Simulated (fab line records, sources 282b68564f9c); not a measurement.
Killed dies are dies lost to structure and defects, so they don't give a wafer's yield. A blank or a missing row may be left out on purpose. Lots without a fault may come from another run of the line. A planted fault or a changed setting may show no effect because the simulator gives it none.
Which tool did it? | flow rit_cmos | 6 lots, 18 wafers sampled, at 3 steps of a route of 202

WHAT THE GAUGES READ, wafer by wafer
RIT_CONTACT_CD_MEAS_08: target cd 1000 nm.
lot  | measured    | on        | cd_nm (nm)
L156 | day 3 20:27 | cd_sem-02 | 996.6 997.2 996.9
L160 | day 4 20:25 | cd_sem-02 | 1001.8 999.7 997.4
L166 | day 6 09:52 | cd_sem-02 | 1001.9 1000.2 1003.1
L171 | day 7 16:29 | cd_sem-01 | 995.9 996.7 997.7
L174 | day 8 04:08 | cd_sem-02 | 1004.2 1002.6 1004.1
L176 | day 8 04:30 | cd_sem-01 | 1000.9 1001.0 1000.8

WHICH TOOL RAN EACH LOT (tool, then ch and the chambers of the sampled wafers, then the start)
lot  | RIT_ACTIVE_STRIP_14                 | RIT_NSD_STRIP_09
L156 | plasma_asher-03 ch 0,1, day 1 22:44 | plasma_asher-01 ch 0, day 3 16:11
L160 | plasma_asher-02 ch 0,1, day 2 19:29 | plasma_asher-03 ch 0,1, day 4 16:01
L166 | plasma_asher-02 ch 0,1, day 3 22:40 | plasma_asher-01 ch 0,1, day 6 05:27
L171 | plasma_asher-01 ch 0,1, day 5 02:59 | plasma_asher-03 ch 0,1, day 7 12:04
L174 | plasma_asher-01 ch 0, day 5 14:31   | plasma_asher-02 ch 0, day 7 23:15
L176 | plasma_asher-02 ch 0,1, day 6 04:44 | plasma_asher-03 ch 0,1, day 7 23:35
- RIT_ACTIVE_STRIP_14: strips in O2, time 180 s.
- RIT_NSD_STRIP_09: strips in O2, time 180 s.

THE ANSWER, worked out from the rows above alone
Rule: what is usual is taken from the lots themselves. Put in order of their means at a reading, lots are off if they are a third of the lots or fewer, leave a main group of 4 or more, and stand apart from it by a gap of 3 or more times the standard deviation of the main group's means; of several such gaps the widest counts. A main group whose means are all the same, to the digits that the tables above print for the reading, isn't used. A lot without any number at a reading at which 4 lots or more have one is off too. The other lots that the step has rows for count as sound.
No lot is off at any reading shown: from this, nothing can be told.

WHAT THE SIMULATOR HAD PUT IN
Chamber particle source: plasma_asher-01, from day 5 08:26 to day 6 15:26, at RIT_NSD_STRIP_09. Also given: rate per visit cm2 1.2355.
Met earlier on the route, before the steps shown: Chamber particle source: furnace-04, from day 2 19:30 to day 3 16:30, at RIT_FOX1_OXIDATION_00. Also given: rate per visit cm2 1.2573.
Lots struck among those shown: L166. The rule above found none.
